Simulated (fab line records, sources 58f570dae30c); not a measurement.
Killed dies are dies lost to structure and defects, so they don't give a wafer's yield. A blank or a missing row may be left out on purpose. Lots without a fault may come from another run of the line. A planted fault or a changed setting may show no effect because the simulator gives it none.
Which tool did it? | flow berkeley_cmos170 | 13 lots, 39 wafers sampled, at 5 steps of a route of 331

WHAT THE GAUGES READ, wafer by wafer
UCB170_SPACER_THK_MEAS_01. Usual: SPACER_TEOS_THK 378 nm, standard deviation 4.5.
lot  | measured     | on            | SPACER_TEOS_THK (nm) | flag
L399 | day 5 23:41  | film_metro-01 | 383 384 381          |
L401 | day 6 18:35  | film_metro-03 | 368 377 380          |
L403 | day 7 08:47  | film_metro-04 | 371 376 380          |
L405 | day 7 15:58  | film_metro-03 | 382 382 385          |
L409 | day 8 12:38  | film_metro-04 | 457 373 379          | OFF
L412 | day 9 04:30  | film_metro-03 | 378 382 384          |
L410 | day 9 05:11  | film_metro-03 | 374 374 380          |
L413 | day 9 16:14  | film_metro-01 | 373 379 376          |
L415 | day 10 06:17 | film_metro-01 | 374 375 381          |
L416 | day 10 07:17 | film_metro-01 | 376 379 377          |
L414 | day 10 07:26 | film_metro-03 | 376 376 377          |
L421 | day 11 02:11 | film_metro-04 | 372 380 376          |
L420 | day 11 03:13 | film_metro-01 | 373 382 386          |

UCB170_NSD_CD_MEAS_06: target cd 1200 nm. Usual: cd_nm 1200.1 nm, standard deviation 1.6.
lot  | measured     | on        | cd_nm (nm)           | flag
L399 | day 6 09:38  | cd_sem-01 | 1199.9 1200.3 1199.9 |
L401 | day 7 02:03  | cd_sem-02 | 1200.7 1199.0 1199.7 |
L403 | day 7 15:40  | cd_sem-01 | 1199.7 1198.4 1200.4 |
L405 | day 8 01:23  | cd_sem-01 | 1203.2 1200.4 1201.8 |
L409 | day 8 17:50  | cd_sem-01 | 1201.8 1202.7        |
L412 | day 9 14:01  | cd_sem-01 | 1200.0 1201.4 1199.2 |
L410 | day 9 14:08  | cd_sem-02 | 1197.7 1197.2 1198.2 |
L413 | day 9 22:37  | cd_sem-01 | 1197.9 1199.2 1199.1 |
L415 | day 10 12:51 | cd_sem-01 | 1199.7 1198.4 1197.1 |
L416 | day 10 12:38 | cd_sem-02 | 1203.2 1201.7 1201.7 |
L414 | day 10 13:55 | cd_sem-02 | 1198.0 1197.6 1197.4 |
L421 | day 11 08:44 | cd_sem-02 | 1201.6 1201.2 1201.7 |
L420 | day 11 09:29 | cd_sem-02 | 1198.8 1199.7 1199.4 |

UCB170_NSD_OVL_MEAS_07. Usual: NSD_OVL 0 nm, standard deviation 5.
lot  | measured     | on         | NSD_OVL (nm) | flag
L399 | day 6 09:43  | overlay-02 | 8 1 5        |
L401 | day 7 02:10  | overlay-02 | -4 -2 3      |
L403 | day 7 15:47  | overlay-02 | 0 3 0        |
L405 | day 8 01:29  | overlay-01 | 1 -13 -12    |
L409 | day 8 17:56  | overlay-01 | -1 2         |
L412 | day 9 14:08  | overlay-01 | -5 -3 -8     |
L410 | day 9 14:16  | overlay-02 | 4 6 2        |
L413 | day 9 22:44  | overlay-01 | 4 2 -8       |
L415 | day 10 12:58 | overlay-02 | -2 3 2       |
L416 | day 10 12:43 | overlay-01 | 2 2 -3       |
L414 | day 10 14:02 | overlay-02 | 4 3 -4       |
L421 | day 11 08:52 | overlay-01 | -8 3 -8      |
L420 | day 11 09:34 | overlay-02 | 4 7 0        |

WHICH TOOL RAN EACH LOT (tool, then ch and the chambers of the sampled wafers, then the start)
lot  | UCB170_SPACER_CVD_00            | UCB170_SPACER_ETCHBACK_03
L399 | pecvd-01 ch 0,1,2, day 5 23:38  | rie_diel-03 ch 0,1, day 6 06:11
L401 | pecvd-01 ch 1,2, day 6 18:31    | rie_diel-03 ch 0,1, day 6 21:46
L403 | pecvd-02 ch 0,1, day 7 08:44    | rie_diel-01 ch 0,1,3, day 7 12:13
L405 | pecvd-03 ch 0,1,2, day 7 15:55  | rie_diel-04 ch 0,1,3, day 7 21:31
L409 | pecvd-01 ch 0,1, day 8 12:35    | rie_diel-01 ch 1,2, day 8 14:12
L412 | pecvd-03 ch 2, day 9 04:26      | rie_diel-04 ch 1,3, day 9 11:01
L410 | pecvd-02 ch 0,1, day 9 05:09    | rie_diel-03 ch 0,1,3, day 9 11:01
L413 | pecvd-03 ch 0, day 9 16:10      | rie_diel-04 ch 2,3, day 9 19:53
L415 | pecvd-03 ch 0,2, day 10 06:12   | rie_diel-01 ch 0,1,3, day 10 08:56
L416 | pecvd-02 ch 0,2, day 10 07:13   | rie_diel-03 ch 1,3, day 10 08:56
L414 | pecvd-03 ch 0,1,2, day 10 07:23 | rie_diel-04 ch 1,2, day 10 11:07
L421 | pecvd-03 ch 0,2, day 11 02:07   | rie_diel-03 ch 1,2,3, day 11 05:10
L420 | pecvd-02 ch 1,2, day 11 03:10   | rie_diel-03 ch 0,1,2, day 11 05:14
- UCB170_SPACER_CVD_00: deposits SiO2 from TEOS/O2, target thk 376 nm, time 47 s.
- UCB170_SPACER_ETCHBACK_03: etches SiO2 in CHF3/CF4/Ar, stops on Si, target depth 376 nm, time 100 s.

WHAT THE TOOLS THEMSELVES READ (means of the sampled wafers that have a number; where no wafer has one, the mark that the record gives instead)
UCB170_SPACER_CVD_00. Usual: heater_power_w 275 W, standard deviation 56; run_length_s 74.8 s, standard deviation 0.4.
lot  | tool     | heater_power_w (W) | run_length_s (s) | flag
L399 | pecvd-01 | 322                | 74.6             |
L401 | pecvd-01 | 299                | 75.1             |
L403 | pecvd-02 | 268                | 74.7             |
L405 | pecvd-03 | 273                | 74.9             |
L409 | pecvd-01 | 372                | 78.7             | OFF
L412 | pecvd-03 | 327                | 74.8             |
L410 | pecvd-02 | 239                | 74.4             |
L413 | pecvd-03 | 184                | 74.6             |
L415 | pecvd-03 | 240                | 74.7             |
L416 | pecvd-02 | 238                | 74.7             |
L414 | pecvd-03 | 269                | 74.7             |
L421 | pecvd-03 | 246                | 74.6             |
L420 | pecvd-02 | 217                | 74.6             |

UCB170_SPACER_ETCHBACK_03. Usual: drypump_motor_current_A 5.6 A, standard deviation 0.52; mfc_ar_sccm 120.0 sccm, standard deviation 0.34; oes_product_au 0.898 a.u., standard deviation 0.014; throttle_valve_pct 6.52 %, standard deviation 0.14.
lot  | tool        | drypump_motor_current_A (A) | mfc_ar_sccm (sccm) | oes_product_au (a.u.) | throttle_valve_pct (%) | flag
L399 | rie_diel-03 | 5.9                         | 120.0              | 0.903                 | 6.36                   |
L401 | rie_diel-03 | 6.0                         | 120.0              | 0.888                 | 6.36                   |
L403 | rie_diel-01 | 5.4                         | 119.8              | 0.893                 | 6.59                   |
L405 | rie_diel-04 | 5.2                         | 119.9              | 0.916                 | 6.57                   |
L409 | rie_diel-01 | 5.1                         | 119.9              | 0.923                 | 6.62                   |
L412 | rie_diel-04 | 4.9                         | 120.4              | 0.903                 | 6.56                   |
L410 | rie_diel-03 | 5.9                         | 120.0              | 0.895                 | 6.34                   |
L413 | rie_diel-04 | 5.5                         | 120.0              | 0.887                 | 6.57                   |
L415 | rie_diel-01 | 5.4                         | 119.9              | 0.895                 | 6.60                   |
L416 | rie_diel-03 | 5.6                         | 119.8              | 0.903                 | 6.33                   |
L414 | rie_diel-04 | 5.9                         | 120.0              | 0.900                 | 6.69                   |
L421 | rie_diel-03 | 5.7                         | 120.2              | 0.898                 | 6.41                   |
L420 | rie_diel-03 | 5.9                         | 120.0              | 0.891                 | 6.46                   |

THE ANSWER, worked out from the rows above alone
Rule: a lot is off if the mean of its wafers that have a number lies more than 3 standard deviations from the usual mean. A lot without any number at a reading at which 4 lots or more have one is off too. The other lots that the step has rows for count as sound. The gauges are gone through in route order, then the tools' own readings, and for those a lot's mean is taken as printed above. The first step at which some lot is off is used, and at that step the reading that is off furthest; a lot without a number counts as furthest.
Off: L409, at UCB170_SPACER_THK_MEAS_01 (SPACER_TEOS_THK).
A tool fits if, at a process step before that reading, it ran every lot that is off, and no sound lot after the first of them. The gauges at UCB170_SPACER_THK_MEAS_01 aren't tried: what is off there is off at UCB170_SPACER_CVD_00 too, on other tools, and a gauge's error can't cause that. One fits: pecvd-01 at UCB170_SPACER_CVD_00. Its last sound lot is L401 (day 6 18:31), its first lot that is off L409 (day 8 12:35): a fault that began between those two fits.
The tool's own readings at UCB170_SPACER_CVD_00 bear it out: on the lots that are off they differ by more than 5 times the standard deviation of the sound lots' means. run_length_s reads 78.7 s there against 74.7 s on the sound lots.

WHAT THE SIMULATOR HAD PUT IN
Process parameter drift: pecvd-01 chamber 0, from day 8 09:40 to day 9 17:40, at UCB170_SPACER_CVD_00. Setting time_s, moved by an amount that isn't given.
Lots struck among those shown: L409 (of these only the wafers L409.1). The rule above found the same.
